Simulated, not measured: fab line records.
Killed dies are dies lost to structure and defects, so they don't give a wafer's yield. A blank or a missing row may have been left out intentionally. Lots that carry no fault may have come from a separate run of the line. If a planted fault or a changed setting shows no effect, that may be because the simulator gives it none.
fab line records	flow berkeley-cmos170
[record] lots = 5	wafers = 15	last-day = 11
route steps=331 shown FIELD@95 SACOX@97 SCREENOX@100 NVT@104
lots that met no fault: taken from a fault-free run of the same line
start-h: hours from the record's opening day to when the first of the lot's shown wafers began	wait-h: hours from the lot's prior step to this one	" same as the row above	L1.1+2: a single row standing in for several wafers	- no value, or no start given	* or withheld: withheld	< > ~ a bound
route shown NAME@n: NAME is a module with steps in the file, n the number in the route of the first one	usual: the fault-free wafers' mean and standard deviation	same: alike in all rows	chamber/n: place in a boat	sites: per-site readings	_std_site: the standard deviation of these	_edge_site: the outer-site mean with the inner-site mean subtracted	radius-mm: for every site, how far away it sits from the centre of the wafer	mask NAME#n: copy n	behind: tool/chamber where the wafer was last shaped	hold: what put the lot on hold/how long, in hours/how the hold closed	device: which transistor (n, p or np) failed to switch	end of line: the tests these same wafers got at the end of their route	for a step that has no rows: nothing shown but its recipe	killed: at the first sort, the dies lost to defects and structure; wafer yield is something else	map: the dies of a wafer, with x for killed, . for not killed, _ for no die there
set.NAME: the run value of the setting; set.NAME@STEP: its run value at that earlier step	model.NAME: the simulator's own value behind a step, which no gauge read
a table for each step, a row for each wafer; lots at some steps of the route
services: from which hour (start-h, from the record's first day; less than 0 if before it) a tool's chamber was out of use, for how many hours, and why
[[steps]]
[step UCB170_FIELD_WET_ETCH_06]
[recipe] chemistry = BOE	dilution = 5:1	target = SiO2	temp-c = 25	time-s = 22
[step UCB170_FIELD_THK_MEAS_90]
[recipe] reads = SiO2_of_FIELD_OXIDATION_01
[usual] FIELD_OXIDE_LEFT_1_THK = 438/12
lot.wafer	tool	chamber	start-h	wait-h	FIELD_OXIDE_LEFT_1_THK[nm]
L344.1	film-metro-02	-	95.29	0.0	414
L344.3	"	-	"	"	416
L344.4	"	-	"	"	413
L350.3	film-metro-01	-	119.02	0.1	429
L350.4	"	-	"	"	420
L350.6	"	-	"	"	426
L359.1	film-metro-03	-	176.55	0.0	431
L359.4	"	-	"	"	442
L359.5	"	-	"	"	432
L362.1	film-metro-03	-	185.76	0.0	450
L362.2	"	-	"	"	454
L362.6	"	-	"	"	461
L363.1	film-metro-01	-	194.70	0.0	437
L363.4	"	-	"	"	435
L363.5	"	-	"	"	447
[step UCB170_SACOX_CLEAN_00]
[recipe] chemistry = dHF	dilution = 25:1	time-s = 7.5
[step UCB170_SACOX_OXIDATION_01]
[recipe] temp-c = 900	ambient = O2	target-thk-a = 144	ox-time-s = 2400
[step UCB170_SACOX_THK_MEAS_02]
[recipe] reads = SiO2_of_SACOX_OXIDATION_01
[usual] SACOX_OXIDE_THK = 14.3/0.3
lot.wafer	tool	chamber	start-h	wait-h	SACOX_OXIDE_THK[nm]
L344.1	film-metro-02	-	100.03	0.0	14.3
L344.3	"	-	"	"	14.1
L344.4	"	-	"	"	13.9
L350.3	film-metro-01	-	123.16	0.1	14.2
L350.4	"	-	"	"	14.2
L350.6	"	-	"	"	14.3
L359.1	film-metro-02	-	181.99	0.0	14.9
L359.4	"	-	"	"	14.9
L359.5	"	-	"	"	14.6
L362.1	film-metro-02	-	189.64	0.0	14.5
L362.2	"	-	"	"	14.3
L362.6	"	-	"	"	14.2
L363.1	film-metro-02	-	198.88	0.0	14.1
L363.4	"	-	"	"	14.2
L363.5	"	-	"	"	14.3
[step UCB170_SCREENOX_WET_ETCH_00]
[recipe] chemistry = dHF	dilution = 25:1	target = SiO2	temp-c = 25	time-s = 200
[step UCB170_SCREENOX_OXIDATION_01]
[recipe] temp-c = 900	ambient = O2	target-thk-a = 144	ox-time-s = 2400
[step UCB170_SCREENOX_THK_MEAS_02]
[recipe] reads = SiO2_of_SCREENOX_OXIDATION_01
[usual] SCREENOX_OXIDE_THK = 14.23/0.27
lot.wafer	tool	chamber	start-h	wait-h	SCREENOX_OXIDE_THK[nm]
L344.1	film-metro-01	-	103.27	0.1	14.31
L344.3	"	-	"	"	14.19
L344.4	"	-	"	"	14.28
L350.3	film-metro-01	-	127.32	0.1	14.09
L350.4	"	-	"	"	14.35
L350.6	"	-	"	"	14.21
L359.1	film-metro-04	-	187.72	0.0	14.31
L359.4	"	-	"	"	14.39
L359.5	"	-	"	"	14.37
L362.1	film-metro-01	-	193.89	0.0	14.59
L362.2	"	-	"	"	14.73
L362.6	"	-	"	"	14.78
L363.1	film-metro-03	-	204.63	0.0	14.35
L363.4	"	-	"	"	14.33
L363.5	"	-	"	"	14.17
[step UCB170_SCREENOX_ANNEAL_03]
[recipe] temp-c = 900	time-s = 900	ambient = N2
[step UCB170_NVT_HMDS_00]
[recipe] prime-time-s = 60	prime-temp-c = 100
[step UCB170_NVT_COAT_01]
[recipe] resist = KrF	spin-rpm = 1500	resist-thk-nm = 900
[step UCB170_NVT_SOFTBAKE_02]
[recipe] resist = KrF	temp-c = 130	time-s = 60
[step UCB170_NVT_EXPOSE_03]
[recipe] mask-id = PWELL	target-cd-nm = 3000	na = 0.5	sigma-outer = 0.6	source-shape = conventional	dose-mj = 30
[usual] focus-offset-nm = 0.1/0.63	stage-vel-mm-s = 499.97/0.26
lot.wafer	tool	chamber	start-h	wait-h	mask	focus-offset-nm	stage-vel-mm-s
L344.1	krf-scanner-01	0	106.24	0.1	PWELL#0	-0.2	500.01
L344.3	"	0	"	"	PWELL#0	0.2	499.69
L344.4	"	0	"	"	PWELL#0	-0.1	500.15
L350.3	krf-scanner-01	0	131.20	0.3	PFIELD#0	0.0	500.23
L350.4	"	0	"	"	PFIELD#0	-0.3	500.01
L350.6	"	0	"	"	PFIELD#0	0.1	499.82
L359.1	krf-scanner-01	0	192.76	0.5	PWELL#0	-0.1	500.31
L359.4	"	0	"	"	PWELL#0	0.0	500.21
L359.5	"	0	"	"	PWELL#0	-0.9	499.78
L362.1	krf-scanner-02	0	198.75	0.2	PWELL#0	-0.7	500.32
L362.2	"	0	"	"	PWELL#0	-0.7	500.37
L362.6	"	0	"	"	PWELL#0	0.1	500.57
L363.1	krf-scanner-02	0	209.08	0.1	PWELL#0	0.2	500.11
L363.4	"	0	"	"	PWELL#0	-0.4	500.08
L363.5	"	0	"	"	PWELL#0	1.1	499.72
[step UCB170_NVT_PEB_04]
[recipe] peb-temp-c = 130	peb-time-s = withheld	resist = KrF
[step UCB170_NVT_DEVELOP_05]
[recipe] developer = TMAH	develop-time-s = 45	resist = KrF	dev-temp-c = 21
[step UCB170_NVT_OVL_MEAS_06]
[usual] NVT_OVL = -2/5.9
lot.wafer	tool	chamber	start-h	wait-h	NVT_OVL[nm]
L344.1	overlay-02	-	106.69	-	-5
L344.3	"	-	"	"	-6
L344.4	"	-	"	"	-9
L350.3	overlay-02	-	131.73	-	-
L350.4	"	-	"	"	-
L350.6	"	-	"	"	-
L359.1	overlay-02	-	193.18	-	-4
L359.4	"	-	"	"	-8
L359.5	"	-	"	"	-4
L362.1	overlay-02	-	199.15	-	6
L362.2	"	-	"	"	-3
L362.6	"	-	"	"	1
L363.1	overlay-02	-	209.47	-	5
L363.4	"	-	"	"	6
L363.5	"	-	"	"	3
[step UCB170_NVT_IMPLANT_07]
[recipe] species = BF2	dose-cm2 = 2.935e+12	energy-kev = 50	tilt-deg = 7
[step UCB170_NVT_STRIP_08]
[recipe] chemistry = O2	power-w = 400	pressure-mtorr = 3500	platen-temp-c = withheld	o2-flow-sccm = 400	overash-fraction = 0.5
[usual] drypump-motor-current-A = 5.8/0.44	oes-product-au = 0.735/0.0039	strip-time-to-endpoint-s = 21.62/0.066
lot.wafer	tool	chamber	start-h	wait-h	drypump-motor-current-A	oes-product-au	rf-hours-counter-h	strip-time-to-endpoint-s
L344.1	plasma-asher-03	1	106.88	0.1	5.6	0.735	40	21.76
L344.3	"	1	"	"	5.6	0.735	-	21.72
L344.4	"	0	"	"	5.6	0.736	-	21.72
L350.3	plasma-asher-01	1	131.94	0.1	6.6	0.734	-	21.72
L350.4	"	0	"	"	5.2	0.736	-	21.67
L350.6	"	1	"	"	6.6	0.737	-	21.68
L359.1	plasma-asher-03	0	193.37	0.1	5.6	0.733	8	21.57
L359.4	"	0	"	"	5.6	0.733	-	21.54
L359.5	"	0	"	"	5.6	0.735	-	21.56
L362.1	plasma-asher-02	0	199.33	0.1	6.3	0.734	49	21.49
L362.2	"	1	"	"	5.8	0.725	49	21.50
L362.6	"	0	"	"	6.3	0.733	-	21.56
L363.1	plasma-asher-03	1	209.65	0.1	5.6	0.735	10	21.46
L363.4	"	0	"	"	5.7	0.732	-	21.51
L363.5	"	1	"	"	5.6	0.736	-	21.54
[step UCB170_NVT_TW_MEAS_09]
[usual] NVT_TW = 523/4.7
lot.wafer	tool	chamber	start-h	wait-h	NVT_TW
L344.1	film-metro-04	-	106.98	0.1	514
L344.3	"	-	"	"	515
L344.4	"	-	"	"	516
L350.3	film-metro-04	-	132.03	0.1	30
L350.4	"	-	"	"	30
L350.6	"	-	"	"	30
L359.1	film-metro-02	-	193.47	0.1	526
L359.4	"	-	"	"	528
L359.5	"	-	"	"	528
L362.1	film-metro-02	-	199.43	0.1	527
L362.2	"	-	"	"	527
L362.6	"	-	"	"	530
L363.1	film-metro-02	-	209.75	0.1	527
L363.4	"	-	"	"	532
L363.5	"	-	"	"	527
[step UCB170_NVT_CLEAN_10]
[recipe] chemistry = SPM	temp-c = 120	time-s = 600
[[services]]
tool	chamber	start-h	hours	kind
krf-scanner-02	-	87.56	1.0	pm
krf-scanner-01	-	99.35	0.8	pm
plasma-asher-03	-	108.84	9.0	pm
plasma-asher-03	0	108.84	9.0	vent-cycle
plasma-asher-03	1	108.84	9.0	vent-cycle
krf-scanner-02	-	110.43	3.6	pm
krf-scanner-02	0	114.86	-	calibration
krf-scanner-01	0	115.25	-	calibration
plasma-asher-03	0	117.84	-	clean
plasma-asher-03	1	117.84	-	clean
krf-scanner-01	-	118.36	0.5	repair
krf-scanner-01	-	128.20	0.4	repair
plasma-asher-01	-	129.76	0.6	repair
krf-scanner-01	-	139.13	1.3	pm
krf-scanner-02	-	155.64	4.4	pm
krf-scanner-01	-	189.05	1.0	pm
plasma-asher-01	-	191.03	0.8	repair
plasma-asher-01	-	201.94	7.3	repair
krf-scanner-02	-	203.03	1.3	pm
[[key]]
[first-sign] step = UCB170_NVT_EXPOSE_03	reading = mask	direction = changed
[effect] step = UCB170_NVT_OVL_MEAS_06	reading = NVT_OVL	direction = missing
[effect] step = UCB170_NVT_TW_MEAS_09	reading = NVT_TW	direction = down	sigmas = 99+	usual = 523	struck = 30
met-at UCB170_NVT_EXPOSE_03
struck-wafers L350.3,L350.4,L350.6
sort-left-out L350.3,L350.4,L350.6
tester-left-out L350
onset-between 106.24 131.20
[fault] kind = wrong-mask	tool = any	chamber = -	onset-h = 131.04	steps = UCB170_NVT_EXPOSE_03	aux-copy = PFIELD#0	scope = struck-lots-only
// tester-left-out: of these lots the tester's yield and bins aren't shown, on N5 and GAA mostly nor the transistor test; their killed dies are dies lost to structure and defects alone, not to doping, threshold or leakage, so they don't give the yield
// sort-left-out: the simulated sort isn't trusted on such a fault, so these wafers' sort isn't shown, and their yield isn't known
